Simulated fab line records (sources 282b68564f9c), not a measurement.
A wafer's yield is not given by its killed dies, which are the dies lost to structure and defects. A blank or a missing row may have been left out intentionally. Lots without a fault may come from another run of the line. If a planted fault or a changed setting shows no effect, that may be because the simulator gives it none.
A struck lot beside a sound one :: flow rit_cmos :: 43 steps out of a route of 202
Sound: the wafers L593.1, L593.5, L593.6. Wafers L601.3, L601.4, L601.6 were the ones struck. The cause is named last.
Each step with rows lists, per side, the tool, then ch with its chambers, then its first start. Under that, the readings that differ: sound wafers :: struck wafers :: difference of the means :: sigmas: that difference in standard deviations of wafers without a fault.
alike: a reading whose means differ by less than 2 such deviations, as well as words and numbers matching on both sides. not compared: withheld readings; readings where some wafer has no value; bounds like >300 that might hide an equal value; numbers whose values overlap and for which the record gives no deviation.
A row with sigmas, a row that says differs or no value, or rows on one side alone: a step with any of these is where the two part. Numbers that don't overlap but have no deviation are shown without sigmas and don't part them. Lack of a reading on every wafer of one side parts them only where that side has two or more wafers.

first, 4 steps without rows for these wafers: RIT_PLDD_SOFTBAKE_02 (time 60 s); RIT_PLDD_EXPOSE_03 (exposes mask M8, target cd 40900 nm); RIT_PLDD_PEB_04; RIT_PLDD_DEVELOP_05 (develop time 50 s).
RIT_PLDD_OVL_MEAS_06:
  struck on overlay-02, day 5 10:23; sound on overlay-02, day 3 14:16
  alike: PLDD_OVL
then, 2 steps without rows for these wafers: RIT_PLDD_HARDBAKE_07 (time 60 s); RIT_PLDD_IMPLANT_08.
RIT_PLDD_STRIP_09: strips in O2, time 180 s.
  sound on plasma_asher-01 ch 0,1, day 3 14:37; struck on plasma_asher-03 ch 0,1, day 5 10:46
  alike: chamber_pressure_mTorr, drypump_motor_current_A
  not compared: rf_hours_counter_h
RIT_PLDD_TW_MEAS_10:
  struck on film_metro-02, day 5 10:54; sound on film_metro-01, day 3 14:47
reading: PLDD_TW
sound: 2363 2360 2370
struck: 2311 2314 2321
difference: -49
sigmas: -3
then, 3 steps without rows for these wafers: RIT_SPACER_CLEAN_00 (cleans in SC1, time 600 s); RIT_SPACER_CLEAN_01 (cleans in dHF, time 28.92 s); RIT_SPACER_CLEAN_02 (cleans in SC2, time 600 s).
RIT_SPACER_CVD_03: deposits Si3N4 from SiH2Cl2/NH3, target thk 250 nm, time 3300 s.
  sound on lpcvd-01 ch 0, day 3 15:13; struck on lpcvd-01 ch 1, day 5 11:31
  alike: pressure_mtorr, spike_tc_centre_C
RIT_SPACER_THK_MEAS_04:
  struck on film_metro-02, day 5 13:27; sound on film_metro-01, day 3 17:08
  alike: SPACER_NITRIDE_THK
RIT_SPACER_ETCHBACK_05: etches Si3N4 in SF6/CHF3, stops on SiO2, target depth 250 nm, time 240 s.
  sound on rie_diel-04 ch 0,1,3, day 3 17:11; struck on rie_diel-02 ch 0,1, day 5 13:29
  alike: chamber_pressure_mTorr, drypump_motor_current_A, oes_product_au, rf_fwd_power_W, throttle_valve_pct
  not compared: rf_hours_counter_h
then, 6 steps without rows for these wafers: RIT_NSD_HMDS_00 (prime time 60 s); RIT_NSD_COAT_01 (resist thk 1000 nm); RIT_NSD_SOFTBAKE_02 (time 60 s); RIT_NSD_EXPOSE_03 (exposes mask M9, target cd 40700 nm); RIT_NSD_PEB_04; RIT_NSD_DEVELOP_05 (develop time 50 s).
RIT_NSD_OVL_MEAS_06:
  struck on overlay-02, day 5 14:40; sound on overlay-01, day 3 18:14
  alike: NSD_OVL
then, 2 steps without rows for these wafers: RIT_NSD_HARDBAKE_07 (time 60 s); RIT_NSD_IMPLANT_08.
RIT_NSD_STRIP_09: strips in O2, time 180 s.
  sound on plasma_asher-02 ch 0,1, day 3 18:34; struck on plasma_asher-01 ch 0,1, day 5 15:02
  alike: chamber_pressure_mTorr, drypump_motor_current_A
  not compared: rf_hours_counter_h
RIT_NSD_TW_MEAS_10:
  struck on film_metro-02, day 5 15:11; sound on film_metro-02, day 3 18:44
reading: NSD_TW
sound: 3129 3131 3124
struck: 3066 3079 3076
difference: -54
sigmas: -2
then, 6 steps without rows for these wafers: RIT_PSD_HMDS_00 (prime time 60 s); RIT_PSD_COAT_01 (resist thk 1000 nm); RIT_PSD_SOFTBAKE_02 (time 60 s); RIT_PSD_EXPOSE_03 (exposes mask M10, target cd 40900 nm); RIT_PSD_PEB_04; RIT_PSD_DEVELOP_05 (develop time 50 s).
RIT_PSD_OVL_MEAS_06:
  struck on overlay-02, day 5 16:05; sound on overlay-01, day 3 19:46
  alike: PSD_OVL
then, 2 steps without rows for these wafers: RIT_PSD_HARDBAKE_07 (time 60 s); RIT_PSD_IMPLANT_08.
RIT_PSD_STRIP_09: strips in O2, time 180 s.
  sound on plasma_asher-04 ch 0,1, day 3 20:07; struck on plasma_asher-03 ch 0,1, day 5 16:35
  alike: chamber_pressure_mTorr, drypump_motor_current_A
  not compared: rf_hours_counter_h
RIT_PSD_TW_MEAS_10:
  struck on film_metro-02, day 5 16:43; sound on film_metro-02, day 3 20:17
reading: PSD_TW
sound: 3456 3461 3450
struck: 3393 3370 3387
difference: -72
sigmas: -3
then, 3 steps without rows for these wafers: RIT_SDANNEAL_CLEAN_00 (cleans in SC1, time 600 s); RIT_SDANNEAL_CLEAN_01 (cleans in dHF, time 30 s); RIT_SDANNEAL_CLEAN_02 (cleans in SC2, time 600 s).
RIT_SDANNEAL_RTA_03: time 5 s.
  sound on rtp_anneal-01 ch 0, day 3 20:43; struck on rtp_anneal-01 ch 0, day 5 17:08
  alike: wafer_temp_C_max
RIT_SDANNEAL_RS_MEAS_04: a four-point-probe measurement.
  struck on film_metro-02, day 5 17:13; sound on film_metro-01, day 3 20:47
  alike: PSD_RS
RIT_M1_PROBE_99:
  struck on prober-01, day 6 00:46; sound on prober-02, day 4 04:23
reading: killed_at_front_end
sound: 8 4 6
struck: 14 15 15
difference: +9
sigmas: +3

reading: killed_dies
sound: 8 4 6
struck: 14 15 16
difference: +9
sigmas: +3

reading: killed_on_rim
sound: 1 1 1
struck: 10 10 10
difference: +9
sigmas: +6
  alike: killed_at_contacts, killed_open, killed_short

== WHERE THEY PART ==
First at RIT_PLDD_TW_MEAS_10; last, within this record, at RIT_M1_PROBE_99.

WHY: what the simulator had put in
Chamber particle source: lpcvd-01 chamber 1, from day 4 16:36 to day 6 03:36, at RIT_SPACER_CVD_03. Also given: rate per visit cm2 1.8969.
